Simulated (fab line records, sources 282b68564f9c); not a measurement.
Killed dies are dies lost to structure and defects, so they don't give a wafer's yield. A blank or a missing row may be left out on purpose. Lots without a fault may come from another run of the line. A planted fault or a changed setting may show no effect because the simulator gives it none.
fab line records | flow rit_cmos
record lots=15 wafers=45 last_day=7
route steps=202 shown NRETRO@54 PRETRO@74 M1@202
lots that met no fault: from a run of the same line without faults
start_h: hours from the record's first day to the start of the lot's first wafer shown | wait_h: hours since the lot's step before | " the same as in the row above | L1.1+2: a row that stands for several wafers | - no value, or no start given | * or withheld: withheld | < > ~ a bound
route shown NAME@n: a module of which the file shows steps, and the number in the route of the first | usual: mean/standard deviation of fault-free wafers | same: alike in all rows | chamber/n: place in a boat | sites: the reading at each site | _std_site: their standard deviation | _edge_site: outer sites' mean less inner sites' | radius_mm: how far each site lies from the wafer's centre | mask NAME#n: copy n | behind: the tool/chamber that last shaped the wafer | hold: why the lot was held/for how many hours/how that ended | device: the transistor (n, p or np) that didn't switch | end of line: the same wafers' tests at the end of the route | a step without rows: its recipe alone | killed: dies lost to structure and defects at the first sort, not the wafer's yield | map: a wafer's dies, x killed, . not, _ none there
set.NAME: the setting as run; set.NAME@STEP: as run at that earlier step | model.NAME: the simulator's own value behind a step, which no gauge read
steps of the route over a sample of lots; a table a step, a row a wafer
## steps
# step RIT_NRETRO_COAT_01
# recipe resist=NOVOLAK spin_rpm=2000 resist_thk_nm=1300
# usual chill_plate_temp_C=23.00/0.086 dispense_pressure_kPa=53.6/1.4
# columns lot.wafer tool chamber start_h wait_h chill_plate_temp_C dispense_pressure_kPa
L614.1 litho_track-01 0 34.27 0.1 22.88 55.6
L614.3 " 0 " " 23.03 55.6
L614.6 " 0 " " 22.92 55.6
L616.2 litho_track-02 0 44.90 0.1 22.98 52.8
L616.3 " 0 " " 23.07 52.7
L616.5 " 0 " " 23.03 52.7
L617.1 litho_track-01 0 49.96 0.1 23.01 55.6
L617.5 " 0 " " 23.01 55.6
L617.6 " 0 " " 23.09 55.5
L620.1 litho_track-02 0 65.40 0.1 22.96 52.7
L620.5 " 0 " " 23.06 52.7
L620.6 " 0 " " 23.01 52.7
L621.2 litho_track-02 0 70.51 0.1 23.02 52.7
L621.4 " 0 " " 22.85 52.7
L621.5 " 0 " " 23.10 52.7
L623.2 litho_track-02 0 84.92 0.1 23.07 52.7
L623.3 " 0 " " 23.03 52.7
L623.4 " 0 " " 23.05 52.7
L626.2 litho_track-03 - 95.53 0.1 - -
L626.4 " - " " - -
L626.5 " - " " - -
L627.1 litho_track-02 - 101.76 0.1 - -
L627.5 " - " " - -
L627.6 " - " " - -
L628.1 litho_track-02 - 104.57 0.1 - -
L628.4 " - " " - -
L628.5 " - " " - -
L630.3 litho_track-03 0 116.05 0.1 23.13 52.3
L630.5 " 0 " " 22.98 52.4
L630.6 " 0 " " 22.99 52.3
L631.2 litho_track-03 0 122.56 0.1 22.95 52.4
L631.3 " 0 " " 22.87 52.3
L631.5 " 0 " " 23.01 52.3
L633.1 litho_track-02 0 129.79 0.1 22.95 52.8
L633.4 " 0 " " 22.94 52.8
L633.6 " 0 " " 22.93 52.7
L634.2 litho_track-01 0 135.72 0.1 22.83 55.6
L634.5 " 0 " " 23.02 55.6
L634.6 " 0 " " 23.00 55.6
L635.1 litho_track-01 0 140.67 0.1 23.06 55.6
L635.3 " 0 " " 22.96 55.5
L635.4 " 0 " " 22.93 55.6
L636.4 litho_track-03 0 144.03 0.1 23.13 52.4
L636.5 " 0 " " 23.16 52.4
L636.6 " 0 " " 22.97 52.4
# step RIT_NRETRO_OVL_MEAS_06
# usual NRETRO_OVL=-0.6/1.2
# columns lot.wafer tool chamber start_h wait_h NRETRO_OVL[nm]
L614.1 overlay-02 - 35.13 - -0.1
L614.3 " - " " -0.3
L614.6 " - " " -0.3
L616.2 overlay-02 - 45.73 - -0.9
L616.3 " - " " -1.9
L616.5 " - " " -0.9
L617.1 overlay-02 - 50.69 - 0.0
L617.5 " - " " 1.0
L617.6 " - " " -0.1
L620.1 overlay-02 - 66.13 - -1.8
L620.5 " - " " -0.4
L620.6 " - " " 0.3
L621.2 overlay-02 - 71.34 - -1.8
L621.4 " - " " -0.4
L621.5 " - " " -1.9
L623.2 overlay-01 - 85.63 - -1.7
L623.3 " - " " -2.9
L623.4 " - " " 0.2
L626.2 overlay-01 - 96.37 - -
L626.4 " - " " -
L626.5 " - " " -
L627.1 overlay-01 - 102.49 - -
L627.5 " - " " -
L627.6 " - " " -
L628.1 overlay-02 - 105.43 - -
L628.4 " - " " -
L628.5 " - " " -
L630.3 overlay-02 - 117.00 - -2.1
L630.5 " - " " -1.3
L630.6 " - " " -0.5
L631.2 overlay-01 - 123.40 - -0.6
L631.3 " - " " -1.7
L631.5 " - " " -0.3
L633.1 overlay-02 - 130.52 - -2.9
L633.4 " - " " -1.6
L633.6 " - " " -2.2
L634.2 overlay-02 - 136.58 - 1.6
L634.5 " - " " 2.6
L634.6 " - " " 0.9
L635.1 overlay-01 - 141.40 - 0.6
L635.3 " - " " -1.4
L635.4 " - " " -0.6
L636.4 overlay-01 - 144.82 - 3.1
L636.5 " - " " 2.2
L636.6 " - " " 1.7
# step RIT_PRETRO_TW_MEAS_10
# usual PRETRO_TW=479/6.2
# columns lot.wafer tool chamber start_h wait_h PRETRO_TW
L614.1 film_metro-02 - 37.41 0.1 479
L614.3 " - " " 478
L614.6 " - " " 479
L616.2 film_metro-04 - 48.06 0.1 467
L616.3 " - " " 470
L616.5 " - " " 469
L617.1 film_metro-04 - 52.97 0.1 467
L617.5 " - " " 468
L617.6 " - " " 464
L620.1 film_metro-02 - 68.42 0.1 482
L620.5 " - " " 482
L620.6 " - " " 482
L621.2 film_metro-04 - 73.51 0.1 466
L621.4 " - " " 464
L621.5 " - " " 465
L623.2 film_metro-02 - 87.93 0.1 478
L623.3 " - " " 482
L623.4 " - " " 481
L626.2 film_metro-02 - 98.80 0.1 1089
L626.4 " - " " 1092
L626.5 " - " " 1093
L627.1 film_metro-01 - 104.78 0.1 1095
L627.5 " - " " 1092
L627.6 " - " " 1093
L628.1 film_metro-01 - 107.71 0.1 1091
L628.4 " - " " 1089
L628.5 " - " " 1094
L630.3 film_metro-01 - 119.49 0.1 483
L630.5 " - " " 486
L630.6 " - " " 483
L631.2 film_metro-02 - 125.75 0.1 478
L631.3 " - " " 480
L631.5 " - " " 479
L633.1 film_metro-02 - 132.68 0.1 480
L633.4 " - " " 480
L633.6 " - " " 482
L634.2 film_metro-02 - 138.74 0.1 479
L634.5 " - " " 478
L634.6 " - " " 478
L635.1 film_metro-04 - 143.68 0.1 469
L635.3 " - " " 470
L635.4 " - " " 469
L636.4 film_metro-02 - 147.12 0.1 483
L636.5 " - " " 482
L636.6 " - " " 483
# step RIT_M1_PROBE_99
# usual killed_at_contacts=0.1/0.34 killed_at_front_end=6.6/2.7 killed_dies=6.7/2.7 killed_on_rim=1.8/1.3 killed_open=3.5/1.9 killed_short=3.1/1.8
# same gross_dies=264 killed_at_M0_to_M3=0 killed_at_M4_up=0 killed_at_back_side=0 killed_at_other=0
# columns lot.wafer tool chamber start_h wait_h killed_at_contacts killed_at_front_end killed_dies killed_on_rim killed_open killed_short
L614.1 prober-02 - 64.32 0.1 0 4 4 1 1 3
L614.3 prober-02 - 64.42 0.2 0 5 5 2 3 2
L614.6 prober-02 - 64.57 0.2 0 13 13 2 8 5
L616.2 prober-02 - 73.65 0.1 0 5 5 1 3 2
L616.3 prober-02 - 73.70 0.2 0 6 6 2 4 2
L616.5 prober-02 - 73.80 0.2 0 6 6 2 4 2
L617.1 prober-01 - 79.32 0.1 0 10 10 2 5 5
L617.5 prober-01 - 79.52 0.2 0 7 7 0 3 4
L617.6 prober-01 - 79.57 0.2 0 10 10 2 3 7
L620.1 prober-02 - 97.29 0.1 0 10 10 3 5 5
L620.5 prober-02 - 97.49 0.2 0 8 8 2 6 2
L620.6 prober-02 - 97.54 0.2 0 2 2 0 1 1
L621.2 prober-01 - 101.57 0.1 0 6 6 2 4 2
L621.4 prober-01 - 101.67 0.2 0 3 3 2 1 2
L621.5 prober-01 - 101.72 0.2 0 10 10 2 7 3
L623.2 prober-01 - 115.00 0.1 0 6 6 1 2 4
L623.3 prober-01 - 115.05 0.2 0 5 5 2 3 2
L623.4 prober-01 - 115.10 0.2 0 6 6 2 5 1
L626.2 prober-02 - 127.69 0.1 1 263 264 70 1 3
L626.4 prober-02 - 127.79 0.2 0 264 264 70 2 2
L626.5 prober-02 - 127.84 0.2 0 264 264 70 4 1
L627.1 prober-02 - 135.74 0.1 0 264 264 70 5 0
L627.5 prober-02 - 135.94 0.2 0 264 264 70 5 1
L627.6 prober-02 - 135.99 0.2 0 264 264 70 1 4
L628.1 prober-01 - 135.74 0.1 0 264 264 70 4 8
L628.4 prober-01 - 135.89 0.2 0 264 264 70 4 6
L628.5 prober-01 - 135.94 0.2 0 264 264 70 2 0
L630.3 prober-02 - 147.97 0.2 2 9 11 2 4 7
L630.5 prober-02 - 148.07 0.2 0 7 7 0 4 3
L630.6 prober-02 - 148.12 0.2 0 8 8 4 2 6
L631.2 prober-01 - 152.26 0.1 0 6 6 1 1 5
L631.3 prober-01 - 152.31 0.2 0 5 5 1 3 2
L631.5 prober-01 - 152.41 0.2 0 6 6 2 1 5
L633.1 prober-01 - 161.99 0.1 0 4 4 2 3 1
L633.4 prober-01 - 162.14 0.2 1 6 7 2 5 2
L633.6 prober-01 - 162.24 0.2 0 4 4 1 2 2
L634.2 prober-02 - 168.25 0.1 0 11 11 2 4 7
L634.5 prober-02 - 168.40 0.2 0 4 4 1 1 3
L634.6 prober-02 - 168.45 0.2 0 6 6 2 2 4
L635.1 prober-01 - 170.01 0.1 0 4 4 2 1 3
L635.3 prober-01 - 170.11 0.2 0 7 7 1 2 5
L635.4 prober-01 - 170.16 0.2 1 4 5 2 1 4
L636.4 prober-02 - 175.22 0.2 0 4 4 2 3 1
L636.6 prober-02 - 175.32 0.2 0 10 10 5 5 5
# killed by level:class
L614.1 SPACER:geometric_particle:short=2 FOX2:geometric_particle:short=1 REOX:geometric_particle:open=1
L614.3 GATE:geometric_particle:short=2 FOX2:geometric_particle:open=1 GATE:geometric_particle:open=1 REOX:geometric_particle:open=1
L614.6 REOX:geometric_particle:open=4 GATE:geometric_particle:short=3 FOX2:geometric_particle:open=2 FOX2:geometric_particle:short=1 GATE:geometric_particle:open=1 REOX:geometric_particle:short=1 SPACER:geometric_particle:open=1
L616.2 GATE:geometric_particle:open=2 FOX1:geometric_particle:open=1 GATE:geometric_particle:short=1 SILICIDE:geometric_particle:short=1
L616.3 GATE:geometric_particle:open=2 FOX1:geometric_particle:open=1 FOX1:geometric_particle:short=1 SILICIDE:geometric_particle:short=1 SILICIDE:geometric_particle:open=1
L616.5 GATE:geometric_particle:short=2 SILICIDE:geometric_particle:open=2 GATE:geometric_particle:open=1 REOX:geometric_particle:open=1
L617.1 GATE:geometric_particle:open=4 GATE:geometric_particle:short=3 SPACER:geometric_particle:short=2 FOX1:geometric_particle:open=1
L617.5 GATE:geometric_particle:open=2 GATE:geometric_particle:short=2 SILICIDE:geometric_particle:short=2 FOX1:geometric_particle:open=1
L617.6 GATE:geometric_particle:short=5 FOX1:geometric_particle:open=1 FOX1:geometric_particle:short=1 GATE:geometric_particle:open=1 SPACER:geometric_particle:short=1 SPACER:geometric_particle:open=1
L620.1 FOX1:geometric_particle:short=4 FOX1:geometric_particle:open=3 GATE:geometric_particle:open=2 GATE:geometric_particle:short=1
L620.5 GATE:geometric_particle:open=3 FOX1:geometric_particle:open=2 FOX1:geometric_particle:short=1 FOX2:geometric_particle:short=1 SPACER:geometric_particle:open=1
L620.6 GATE:geometric_particle:open=1 SILICIDE:geometric_particle:short=1
L621.2 GATE:geometric_particle:open=2 REOX:geometric_particle:open=2 REOX:geometric_particle:short=1 SILICIDE:geometric_particle:short=1
L621.4 FOX2:geometric_particle:short=1 GATE:geometric_particle:open=1 GATE:geometric_particle:short=1
L621.5 GATE:geometric_particle:open=4 GATE:geometric_particle:short=3 SPACER:geometric_particle:open=2 REOX:geometric_particle:open=1
L623.2 GATE:geometric_particle:short=2 SPACER:geometric_particle:open=2 REOX:geometric_particle:short=1 SILICIDE:geometric_particle:short=1
L623.3 GATE:geometric_particle:open=2 GATE:geometric_particle:short=1 SPACER:geometric_particle:open=1 REOX:geometric_particle:short=1
L623.4 FOX2:geometric_particle:open=2 GATE:geometric_particle:open=2 REOX:geometric_particle:short=1 REOX:geometric_particle:open=1
L626.2 NRETRO:area_expose=260 GATE:geometric_particle:short=1 SILICIDE:geometric_particle:short=1 SPACER:geometric_particle:short=1 CONTACT:geometric_particle:open=1
L626.4 NRETRO:area_expose=260 GATE:geometric_particle:open=2 FOX2:geometric_particle:short=1 SPACER:geometric_particle:short=1
L626.5 NRETRO:area_expose=259 GATE:geometric_particle:open=3 GATE:geometric_particle:short=1 SILICIDE:geometric_particle:open=1
L627.1 NRETRO:area_expose=259 GATE:geometric_particle:open=3 FOX1:geometric_particle:open=1 SILICIDE:geometric_particle:open=1
L628.1 NRETRO:area_expose=252 GATE:geometric_particle:short=3 GATE:geometric_particle:open=3 FOX1:geometric_particle:short=2 REOX:geometric_particle:short=2 SPACER:geometric_particle:open=1 SPACER:geometric_particle:short=1
L628.4 NRETRO:area_expose=254 GATE:geometric_particle:open=3 GATE:geometric_particle:short=3 REOX:geometric_particle:short=2 FOX1:geometric_particle:short=1 FOX1:geometric_particle:open=1
L627.5 NRETRO:area_expose=258 REOX:geometric_particle:open=3 SPACER:geometric_particle:open=1 SILICIDE:geometric_particle:short=1 SILICIDE:geometric_particle:open=1
L628.5 NRETRO:area_expose=262 FOX1:geometric_particle:open=1 GATE:geometric_particle:open=1
L627.6 NRETRO:area_expose=259 GATE:geometric_particle:short=2 FOX1:geometric_particle:short=1 GATE:geometric_particle:open=1 REOX:geometric_particle:short=1
L630.3 GATE:geometric_particle:open=2 GATE:geometric_particle:short=2 CONTACT:geometric_particle:short=2 FOX1:geometric_particle:open=1 FOX1:geometric_particle:short=1 FOX2:geometric_particle:open=1 REOX:geometric_particle:short=1 SPACER:geometric_particle:short=1
L630.5 GATE:geometric_particle:open=3 FOX2:geometric_particle:short=1 GATE:geometric_particle:short=1 REOX:geometric_particle:short=1 SILICIDE:geometric_particle:open=1
L630.6 GATE:geometric_particle:short=3 GATE:geometric_particle:open=2 REOX:geometric_particle:short=2 FOX2:geometric_particle:short=1
L631.2 FOX1:geometric_particle:short=2 GATE:geometric_particle:short=2 FOX2:geometric_particle:open=1 REOX:geometric_particle:short=1
L631.3 GATE:geometric_particle:short=2 FOX2:geometric_particle:open=1 GATE:geometric_particle:open=1 REOX:geometric_particle:open=1
L631.5 REOX:geometric_particle:short=3 FOX2:geometric_particle:short=1 SPACER:geometric_particle:short=1 SILICIDE:geometric_particle:open=1
L633.1 SILICIDE:geometric_particle:open=2 GATE:geometric_particle:short=1 GATE:geometric_particle:open=1
L633.4 GATE:geometric_particle:open=2 REOX:geometric_particle:open=2 GATE:geometric_particle:short=1 SILICIDE:geometric_particle:short=1 CONTACT:geometric_particle:open=1
L633.6 GATE:geometric_particle:open=1 REOX:geometric_particle:short=1 SPACER:geometric_particle:open=1 SILICIDE:geometric_particle:short=1
L634.2 GATE:geometric_particle:short=2 GATE:geometric_particle:open=2 SPACER:geometric_particle:open=2 FOX1:geometric_particle:short=1 FOX2:geometric_particle:short=1 REOX:geometric_particle:short=1 SPACER:geometric_particle:short=1 SILICIDE:geometric_particle:short=1
L634.5 GATE:geometric_particle:short=2 FOX2:geometric_particle:short=1 GATE:geometric_particle:open=1
L634.6 GATE:geometric_particle:short=3 FOX2:geometric_particle:open=2 REOX:geometric_particle:short=1
L635.1 GATE:geometric_particle:short=3 GATE:geometric_particle:open=1
L635.3 GATE:geometric_particle:short=2 FOX1:geometric_particle:short=1 GATE:geometric_particle:open=1 REOX:geometric_particle:short=1 REOX:geometric_particle:open=1 SILICIDE:geometric_particle:short=1
L635.4 REOX:geometric_particle:short=1 SPACER:geometric_particle:short=1 SILICIDE:geometric_particle:open=1 SILICIDE:geometric_particle:short=1 CONTACT:geometric_particle:short=1
L636.4 GATE:geometric_particle:open=2 FOX2:geometric_particle:open=1 GATE:geometric_particle:short=1
L636.6 GATE:geometric_particle:short=4 GATE:geometric_particle:open=3 FOX1:geometric_particle:open=1 SPACER:geometric_particle:short=1 SILICIDE:geometric_particle:open=1
## key
first_sign step=RIT_NRETRO_COAT_01 reading=tool_record direction=missing
effect step=RIT_NRETRO_OVL_MEAS_06 reading=NRETRO_OVL direction=missing
effect step=RIT_PRETRO_TW_MEAS_10 reading=PRETRO_TW direction=up sigmas=99+ usual=479 struck=1092
effect step=RIT_M1_PROBE_99 reading=killed_at_front_end direction=up sigmas=95 usual=6.6 struck=263.9
more_kills_born_at RIT_NRETRO_EXPOSE_03@iline_stepper-02=1555 RIT_NRETRO_EXPOSE_03@iline_stepper-01=768
met_at RIT_NRETRO_COAT_01
struck_lots L626,L627,L628
tester_left_out L626,L627,L628
onset_between 84.92 95.53
fault kind=skipped_step_whole tool=litho_track-02,litho_track-03 chamber=- onset_h=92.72 steps=RIT_NRETRO_COAT_01 scope=struck_lots_only
# tester_left_out: of these lots the tester's yield and bins aren't shown, on N5 and GAA mostly nor the transistor test; their killed dies are dies lost to structure and defects alone, not to doping, threshold or leakage, so they don't give the yield
